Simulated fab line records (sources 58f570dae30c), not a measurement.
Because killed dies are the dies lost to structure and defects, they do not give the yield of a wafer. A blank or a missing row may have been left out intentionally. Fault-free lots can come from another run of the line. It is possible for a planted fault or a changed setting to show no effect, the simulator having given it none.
Struck lot and sound lot, side by side -- flow berkeleyCmos170 -- 23 out of 331 route steps
Sound: wafers L907.2, L907.5, L907.6. The struck wafers were L914.2, L914.3, L914.4. The cause comes at the end.
Order at every step that has rows: each side's tool, ch and its chambers, its first start. Under that, the readings that differ: sound wafers -- struck wafers -- difference of the means -- sigmas: that difference in standard deviations of wafers without a fault.
alike: readings whose means differ by less than 2 such deviations, and words and numbers that are the same on both sides. not compared: withheld readings, readings that some wafer has no value for, bounds like >300 that may hide the same value, and numbers for which the record gives no deviation and whose values overlap.
A row with sigmas, a row that says differs or no value, or rows on one side alone: a step with any of these is where the two part. Numbers that don't overlap but have no deviation are shown without sigmas and don't part them. A reading missing from all wafers of one side parts the sides only when that side holds two or more wafers.

UCB170_M1_ETCH_11: etches BARC in N2/H2.
  sound on rieDiel-02 ch 1,2, day 9 17:10; struck on rieDiel-04 ch 1,2,3, day 11 13:10
  alike: drypumpMotorCurrentA, oesProductAu, rfFwdPowerW, throttleValvePct
UCB170_M1_METAL_ETCH_12: etches Al in Cl2/BCl3, stops on PSG, target depth 780 nm, time 130 s.
  sound on rieMetal-04 ch 0,1, day 9 17:12; struck on rieMetal-04 ch 0,1, day 11 13:13
  alike: drypumpMotorCurrentA, mfcCl2Sccm, oesProductAu, rfFwdPowerW, throttleValvePct
  not compared: rfHoursCounterH
UCB170_M1_STRIP_13: strips in O2.
  sound on plasmaAsher-03 ch 0,1, day 9 17:20; struck on plasmaAsher-01 ch 0,1, day 11 13:21
  alike: drypumpMotorCurrentA, o2FlowSccm, oesProductAu
  not compared: rfHoursCounterH
UCB170_M1_CD_MEAS_90 targets a cd of 700 nm.
  sound: cdSem-01 at day 9 17:27; struck: cdSem-01 at day 11 13:28
  alike: cdNm
then, 1 step without rows for these wafers: UCB170_M1_ANNEAL_14 (time 1200 s).
UCB170_V1_CVD_00: deposits SiO2 from TEOS/O2, target thk 2000 nm, time 250 s.
  sound on pecvd-03 ch 0,2, day 9 19:40; struck on pecvd-03 ch 0,1,2, day 11 14:54
  alike: heaterPowerW, rfFwdPowerW
  not compared: sinceWetCleanH
UCB170_V1_THK_MEAS_01:
  sound: filmMetro-04 at day 9 19:50; struck: filmMetro-04 at day 11 15:04
  alike: V1_TEOS_THK
UCB170_V1_CMP_02: polishes SiO2.
  sound on cmp-02 ch 0,3, day 9 19:53; struck on cmp-01 ch 0,1,2, day 11 15:07
  alike: motorCurrentA
UCB170_V1_BOW_MEAS_03:
  sound: filmMetro-04 at day 9 20:12; struck: filmMetro-02 at day 11 15:26
  alike: V1_BOW
UCB170_V1_THK_MEAS_04:
  sound: filmMetro-04 at day 9 20:19; struck: filmMetro-02 at day 11 15:33
  alike: V1_POLISHED_THK
then, 2 steps without rows for these wafers: UCB170_V1_CLEAN_05 (cleans in DIW); UCB170_V1_HMDS_06 (prime time 60 s).
UCB170_V1_COAT_07: resist thk 900 nm.
  sound on lithoTrack-03 ch 0, day 9 21:38; struck on lithoTrack-03 ch 0, day 11 18:19
reading,sound,struck,difference,sigmas
model.KrF_of_V1_COAT_07.thkNm (nm),901.4 899.8 898.8,1069 1072 1070,+170,
then, 4 steps without rows for these wafers: UCB170_V1_SOFTBAKE_08 (time 60 s); UCB170_V1_EXPOSE_09 (exposes mask VIA1, target cd 700 nm); UCB170_V1_PEB_10; UCB170_V1_DEVELOP_11 (develop time 45 s).
UCB170_V1_CD_MEAS_12 targets a cd of 700 nm.
  sound: cdSem-02 at day 9 22:28; struck: cdSem-01 at day 11 19:08
reading,sound,struck,difference,sigmas
cdNm (nm),699.5 700.6 699.1,694.0 694.1 693.8,-5.8,-4
UCB170_V1_OVL_MEAS_13:
  sound: overlay-02 at day 9 22:35; struck: overlay-02 at day 11 19:14
  alike: V1_OVL
UCB170_V1_ETCH_14: etches SiO2 in CHF3/CF4/Ar, stops on Al, target depth 1250 nm, time 291 s.
  sound on rieDiel-01 ch 0,3, day 9 22:37; struck on rieDiel-03 ch 1,2,3, day 11 19:16
reading,sound,struck,difference,sigmas
model.KrF_of_V1_COAT_07.thkNm (nm),605.8 622.2 605,770.8 775.1 775.2,+162.7,
model.V1.cdNm (nm),700.5 700 699.8,693.8 694.5 693.2,-6.3,
  alike: drypumpMotorCurrentA, oesProductAu, rfFwdPowerW, throttleValvePct
  not compared: rfHoursCounterH
UCB170_V1_STRIP_15: strips in O2.
  sound on plasmaAsher-01 ch 0,1, day 9 22:47; struck on plasmaAsher-03 ch 0,1, day 11 19:27
reading,sound,struck,difference,sigmas
stripTimeToEndpointS (s),15.19 15.60 15.21,19.09 19.18 19.19,+3.82,+22
  alike: drypumpMotorCurrentA, o2FlowSccm, oesProductAu
  not compared: rfHoursCounterH
UCB170_V1_CD_MEAS_90 targets a cd of 700 nm.
  sound: cdSem-02 at day 9 22:55; struck: cdSem-02 at day 11 19:34
reading,sound,struck,difference,sigmas
cdNm (nm),700.6 699.7 700.0,693.7 694.4 693.4,-6.3,-4
UCB170_M3_PROBE_99:
  the record has rows for the struck wafers here (prober-02, day 12 03:40) and none for the sound ones

## WHERE THEY PART
Last at UCB170_M3_PROBE_99 as far as this record goes, first at UCB170_V1_CD_MEAS_12.

WHY: what had been put in by the simulator
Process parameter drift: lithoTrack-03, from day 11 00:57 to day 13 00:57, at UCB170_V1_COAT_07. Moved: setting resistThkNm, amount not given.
